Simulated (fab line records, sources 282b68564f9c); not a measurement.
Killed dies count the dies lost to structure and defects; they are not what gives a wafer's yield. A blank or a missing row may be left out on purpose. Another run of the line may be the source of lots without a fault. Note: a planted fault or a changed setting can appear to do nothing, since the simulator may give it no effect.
What tool caused it?    flow rit_cmos    13 lots, 39 wafers sampled, at 1 step of a route of 202

## WHAT THE GAUGES SHOWED, per wafer
The record lacks any reading of a measuring or inspecting step that a usual standard deviation could be used to judge.

## EACH LOT AND THE TOOL THAT RAN IT (in order: tool; ch and the chambers of the sampled wafers; start)
lot   RIT_GATE_ETCH_19
L508  rie_si-01 ch 0,2, day 2 11:57
L510  rie_si-01 ch 0,1,3, day 2 23:04
L512  rie_si-01 ch 1,2,3, day 3 09:34
L513  rie_si-02 ch 0,1,2, day 3 13:31
L514  rie_si-01 ch 0,2,3, day 3 18:17
L515  rie_si-02 ch 0,1,2, day 4 00:05
L516  rie_si-01 ch 2,3, day 4 05:35
L520  rie_si-01 ch 2,3, day 5 01:02
L524  rie_si-02 ch 0,2,3, day 5 20:59
L525  rie_si-02 ch 0,1, day 6 01:22
L526  rie_si-02 ch 0,1, day 6 07:04
L529  rie_si-02 ch 1,2,3, day 6 21:52
L531  rie_si-02 ch 0,2,3, day 7 07:06
- RIT_GATE_ETCH_19: etches poly-Si in SF6/CHF3/O2, stops on SiO2, time 165 s, target depth 312.5 nm.

## WHAT THE TOOLS THEMSELVES READ (means of the sampled wafers that have a number; where no wafer has one, the mark that the record gives instead)
RIT_GATE_ETCH_19.
lot   tool       drypump_motor_current_A (A)  oes_product_au (a.u.)  run_length_s (s)  throttle_valve_pct (%)
L508  rie_si-01  6.2                          0.854                  193.0             10.33
L510  rie_si-01  6.0                          0.854                  192.8             10.43
L512  rie_si-01  5.7                          0.854                  193.3             10.38
L513  rie_si-02  5.3                          0.841                  193.8             10.14
L514  rie_si-01  5.9                          0.861                  193.3             10.36
L515  rie_si-02  5.3                          0.846                  193.5             10.15
L516  rie_si-01  5.6                          0.866                  193.5             10.39
L520  rie_si-01  5.7                          0.775                  224.0             10.33
L524  rie_si-02  5.5                          0.826                  193.6             10.18
L525  rie_si-02  5.3                          0.839                  193.5             10.23
L526  rie_si-02  5.3                          0.843                  193.6             10.21
L529  rie_si-02  5.1                          0.853                  193.7             10.25
L531  rie_si-02  5.5                          0.846                  193.6             10.16

## THE ANSWER, worked out from the rows above alone
Rule: usual is defined by the lots themselves. Put in order of their means at a reading, lots are off if they are a third of the lots or fewer, leave a main group of 4 or more, and stand apart from it by a gap of 3 or more times the standard deviation of the main group's means; of several such gaps the widest counts. A main group is skipped when, at the precision printed for the reading in the tables above, its means are all equal. Also off: a lot with no number at a reading for which 4 or more lots have one. All remaining lots with rows at the step are treated as sound. First the gauges in route order, then the tools' own readings, where a lot's mean is used as printed above. The first step at which some lot is off is used, and at that step the reading that is off furthest; a lot without a number counts as furthest.
Off, at RIT_GATE_ETCH_19 on run_length_s: L520. For the main group the mean is 193.4 s and the standard deviation 0.28.
If a tool, at that step or one of the process steps before it, ran each lot that is off and ran no sound lot following the first of them, it fits. One fits: rie_si-01 at RIT_GATE_ETCH_19. Its last sound lot is L516 (day 4 05:35), its first lot that is off L520 (day 5 01:02): a fault that began between those two fits.
The tool's own readings at RIT_GATE_ETCH_19 bear it out: on the lots that are off they differ by more than 5 times the standard deviation of the sound lots' means. oes_product_au reads 0.775 a.u. there against 0.849 a.u. on the sound lots; run_length_s reads 224.0 s there against 193.4 s on the sound lots.

## WHAT THE SIMULATOR PUT IN
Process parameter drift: rie_si-01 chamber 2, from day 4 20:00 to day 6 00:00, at RIT_GATE_ETCH_19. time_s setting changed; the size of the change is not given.
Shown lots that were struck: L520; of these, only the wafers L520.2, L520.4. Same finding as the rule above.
